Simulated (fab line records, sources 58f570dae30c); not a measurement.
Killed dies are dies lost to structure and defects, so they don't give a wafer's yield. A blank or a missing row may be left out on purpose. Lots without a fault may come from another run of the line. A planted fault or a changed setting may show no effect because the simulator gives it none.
A struck lot beside a sound one | flow berkeley_cmos170 | 43 steps out of a route of 331
Sound: wafers L203.1, L203.4, L203.6. Struck: wafers L212.2, L212.3, L212.5. The cause comes at the end.
At each step with rows: each side's tool, then ch and its chambers, then its first start. Under that, the readings that differ: sound wafers | struck wafers | difference of the means | sigmas: that difference in standard deviations of wafers without a fault.
alike: readings whose means differ by less than 2 such deviations, and words and numbers that are the same on both sides. not compared: withheld readings, readings that some wafer has no value for, bounds like >300 that may hide the same value, and numbers for which the record gives no deviation and whose values overlap.
The two part at a step that has a row with sigmas, a row that says differs or no value, or rows on one side only. Numbers that don't overlap but have no deviation are shown without sigmas and don't part them. A reading that every wafer of one side lacks parts them only if that side has two wafers or more.

first, 1 step without rows for these wafers: UCB170_PLDD_IMPLANT_09.
UCB170_PLDD_STRIP_10: strips in O2.
  sound on plasma_asher-02 ch 0,1, day 9 04:11; struck on plasma_asher-04 ch 0,1, day 10 13:26
  alike: drypump_motor_current_A, oes_product_au, strip_time_to_endpoint_s
  not compared: rf_hours_counter_h
UCB170_PLDD_TW_MEAS_11:
  sound on film_metro-03, day 9 04:17; struck on film_metro-04, day 10 13:33
  reading | sound          | struck         | difference | sigmas
  PLDD_TW | 1009 1014 1015 | 1030 1023 1027 | +14        | +2
then, 7 steps without rows for these wafers: UCB170_PLDD_CLEAN_12 (cleans in SPM, time 600 s); UCB170_NLDD_HMDS_00 (prime time 60 s); UCB170_NLDD_COAT_01 (resist thk 900 nm); UCB170_NLDD_SOFTBAKE_02 (time 60 s); UCB170_NLDD_EXPOSE_03 (exposes mask NSELECT, target cd 1200 nm); UCB170_NLDD_PEB_04; UCB170_NLDD_DEVELOP_05 (develop time 45 s).
UCB170_NLDD_CD_MEAS_06: target cd 1200 nm.
  sound on cd_sem-02, day 9 10:07; struck on cd_sem-01, day 10 15:14
  reading    | sound                | struck               | difference | sigmas
  cd_nm (nm) | 1201.8 1202.2 1201.9 | 1198.6 1199.8 1198.9 | -2.9       | -2
UCB170_NLDD_OVL_MEAS_07:
  sound on overlay-01, day 9 10:14; struck on overlay-01, day 10 15:21
  alike: NLDD_OVL
UCB170_NLDD_IMPLANT_08:
  sound on implanter-03 ch 0, day 9 10:16; struck on implanter-03 ch 0, day 10 15:24
  reading            | sound                         | struck                        | difference | sigmas
  dose_ions_cm2      | 5.005e+13 5.006e+13 5.004e+13 | 8.467e+13 8.476e+13 8.464e+13 | +3.464e+13 | +99 or more
  faraday_current_uA | 152 156 160                   | 270 257 275                   | +111       | +35
  alike: beam_energy_keV
then, 1 step without rows for these wafers: UCB170_NLDD_IMPLANT_09.
UCB170_NLDD_STRIP_10: strips in O2.
  sound on plasma_asher-03 ch 0,1, day 9 10:34; struck on plasma_asher-01 ch 0,1, day 10 15:41
  alike: drypump_motor_current_A, oes_product_au, strip_time_to_endpoint_s
  not compared: rf_hours_counter_h
UCB170_NLDD_TW_MEAS_11:
  sound on film_metro-03, day 9 10:40; struck on film_metro-01, day 10 16:03
  reading | sound          | struck         | difference | sigmas
  NLDD_TW | 2228 2215 2224 | 2428 2401 2415 | +192       | +15
  not compared: hold
UCB170_SPACER_CVD_00: deposits SiO2 from TEOS/O2, target thk 376 nm, time 45.04 s.
  sound on pecvd-02 ch 0,1,2, day 9 10:58; struck on pecvd-01 ch 0,2, day 10 18:38
  alike: heater_power_w
  not compared: since_wet_clean_h
UCB170_SPACER_THK_MEAS_01:
  sound on film_metro-02, day 9 11:01; struck on film_metro-04, day 10 18:43
  alike: SPACER_TEOS_THK
then, 1 step without rows for these wafers: UCB170_SPACER_ANNEAL_02 (time 1800 s).
UCB170_SPACER_ETCHBACK_03: etches SiO2 in CHF3/CF4/Ar, stops on Si, target depth 376 nm, time 100 s.
  sound on rie_diel-02 ch 1,3, day 9 14:53; struck on rie_diel-02 ch 0,1,3, day 10 21:37
  alike: drypump_motor_current_A, oes_product_au, throttle_valve_pct
  not compared: rf_hours_counter_h
then, 6 steps without rows for these wafers: UCB170_PSD_HMDS_00 (prime time 60 s); UCB170_PSD_COAT_01 (resist thk 900 nm); UCB170_PSD_SOFTBAKE_02 (time 60 s); UCB170_PSD_EXPOSE_03 (exposes mask PSELECT MOD, target cd 1200 nm); UCB170_PSD_PEB_04; UCB170_PSD_DEVELOP_05 (develop time 45 s).
UCB170_PSD_CD_MEAS_06: target cd 1200 nm.
  sound on cd_sem-01, day 9 16:11; struck on cd_sem-01, day 10 23:14
  alike: cd_nm
UCB170_PSD_OVL_MEAS_07:
  sound on overlay-01, day 9 16:18; struck on overlay-01, day 10 23:20
  reading      | sound    | struck | difference | sigmas
  PSD_OVL (nm) | -5 -7 -6 | 3 5 5  | +10        | +2
then, 1 step without rows for these wafers: UCB170_PSD_IMPLANT_08.
UCB170_PSD_STRIP_09: strips in O2.
  sound on plasma_asher-04 ch 0, day 9 16:29; struck on plasma_asher-01 ch 0,1, day 10 23:31
  alike: drypump_motor_current_A, oes_product_au, strip_time_to_endpoint_s
  not compared: rf_hours_counter_h
UCB170_PSD_TW_MEAS_10:
  sound on film_metro-01, day 9 16:35; struck on film_metro-01, day 10 23:38
  alike: PSD_TW
then, 7 steps without rows for these wafers: UCB170_PSD_CLEAN_11 (cleans in SPM, time 600 s); UCB170_NSD_HMDS_00 (prime time 60 s); UCB170_NSD_COAT_01 (resist thk 900 nm); UCB170_NSD_SOFTBAKE_02 (time 60 s); UCB170_NSD_EXPOSE_03 (exposes mask NSELECT MOD, target cd 1200 nm); UCB170_NSD_PEB_04; UCB170_NSD_DEVELOP_05 (develop time 45 s).
UCB170_NSD_CD_MEAS_06: target cd 1200 nm.
  sound on cd_sem-01, day 9 17:47; struck on cd_sem-02, day 11 00:54
  alike: cd_nm
UCB170_NSD_OVL_MEAS_07:
  sound on overlay-01, day 9 17:55; struck on overlay-02, day 11 01:01
  alike: NSD_OVL
then, 1 step without rows for these wafers: UCB170_NSD_IMPLANT_08.
UCB170_SDANNEAL_RS_MEAS_05: measures by four-point-probe.
  sound on film_metro-03, day 9 19:38; struck on film_metro-03, day 11 04:16
  reading          | sound             | struck            | difference | sigmas
  NLDD_RS (ohm/sq) | 616.0 615.7 615.2 | 502.4 503.0 501.4 | -113.4     | -87
  not compared: hold
UCB170_M3_PROBE_99:
  the record has rows for the sound wafers here (prober-02, day 10 17:01) and none for the struck ones

WHERE THEY PART
First at UCB170_PLDD_TW_MEAS_11; last, within this record, at UCB170_M3_PROBE_99.

WHY: what the simulator had put in
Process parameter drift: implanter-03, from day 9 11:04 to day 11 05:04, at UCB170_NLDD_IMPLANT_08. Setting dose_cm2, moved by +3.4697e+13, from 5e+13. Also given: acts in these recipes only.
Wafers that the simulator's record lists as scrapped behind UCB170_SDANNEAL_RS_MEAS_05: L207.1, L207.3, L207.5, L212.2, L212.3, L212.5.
